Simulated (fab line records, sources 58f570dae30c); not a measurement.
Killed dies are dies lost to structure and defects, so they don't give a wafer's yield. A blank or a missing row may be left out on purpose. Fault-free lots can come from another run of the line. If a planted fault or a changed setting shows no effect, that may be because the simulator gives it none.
One fault seen from 2 desks :: flow berkeley cmos170 :: numbers are kept per desk, each desk with only its own; the story behind them comes last

AT THE TOOL OWNER'S DESK: rie diel-04
The tool's own readings at UCB170_GATE_ETCH_14 (etches BARC in N2/H2): means of the sampled wafers that have a number, for each lot that ran on this tool. The brackets show how far a lot's mean lies from the usual mean; more than 4 standard deviations puts the lot out of limits, marked OUT.
Columns: A = bias w at UCB170_GATE_ETCH_14, usual 100.0 W; B = drypump motor current A at UCB170_GATE_ETCH_14, usual 5.8 A; C = oes product au at UCB170_GATE_ETCH_14, usual 1.002 a.u.; D = throttle valve pct at UCB170_GATE_ETCH_14, usual 13.23 %
lot: L507
first seen here: day 7 16:53
A: 100.1
B: 5.7
C: 1.005
D: 13.34

lot: L508
first seen here: day 7 17:43
A: 99.7
B: 6.1
C: 1.005
D: 13.16

lot: L506
first seen here: day 7 18:52
A: 100.1
B: 6.0
C: 0.991
D: 13.29

lot: L510
first seen here: day 8 13:52
A: 99.6
B: 5.7
C: 0.803 (-9.5) OUT
D: 13.33

lot: L511
first seen here: day 8 14:25
A: 100.0
B: 6.0
C: 0.785 (-10) OUT
D: 13.27

lot: L516
first seen here: day 9 05:36
A: 100.1
B: 6.1
C: 0.802 (-9.5) OUT
D: 13.15
Finding of this desk: L510, L511, L516 out of limits; the first was L510 at day 8 13:52, on oes product au at UCB170_GATE_ETCH_14. L507, L508, L506: within limits.

FROM THE METROLOGY DESK
What the gauges read for every lot (on any tool): the sampled wafers with a number, averaged. The brackets show how far a lot's mean lies from the usual mean; more than 4 standard deviations puts the lot out of limits, marked OUT.
Columns: A = PWELL_NITRIDE_THK at UCB170_PWELL_THK_MEAS_06, usual 221.3 nm; B = FIELD_OXIDE_LEFT_1_THK at UCB170_FIELD_THK_MEAS_90, usual 440 nm
lot: L501
first seen here: day 3 08:16
A: 222.1
B: 449

lot: L503
first seen here: day 3 11:56
A: 224.1
B: 434

lot: L505
first seen here: day 3 18:00
A: 221.8
B: 443

lot: L504
first seen here: day 3 18:01
A: 223.7
B: 440

lot: L506
first seen here: day 4 05:39
A: 220.0
B: 447

lot: L508
first seen here: day 4 12:56
A: 222.4
B: 430

lot: L507
first seen here: day 4 12:58
A: 218.3
B: 447

lot: L510
first seen here: day 5 02:17
A: 219.7
B: 433

lot: L512
first seen here: day 5 08:34
A: 222.4
B: 450

lot: L511
first seen here: day 5 08:35
A: 225.0
B: 448

lot: L515
first seen here: day 6 03:40
A: 222.1
B: 455

lot: L516
first seen here: day 6 03:40
A: 221.9
B: 435

lot: L520
first seen here: day 7 06:52
A: 216.0
B: 432

lot: L522
first seen here: day 7 08:46
A: 220.2
B: 432

lot: L523
first seen here: day 7 08:46
A: 223.6
B: 448
Result from this desk: across the 15 lots, nothing is out of limits.

TAKEN TOGETHER
The tool owner's desk could have raised an alarm at day 8 13:52, on L510, L511, L516.
From the metrology desk's view, nothing was out of limits.
The metrology desk holds a record of L510, L511, L516, inside its limits.
Of the lots named, all ran UCB170_GATE_ETCH_14 on rie diel-04.

WHAT THE SIMULATOR PUT IN
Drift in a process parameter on rie diel-04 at UCB170_GATE_ETCH_14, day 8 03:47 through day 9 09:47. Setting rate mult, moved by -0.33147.
Lots struck among those shown: L510, L511, L516.
How many hours passed from the start of the fault until each desk's first out-of-limits reading: the tool owner's desk, 10.
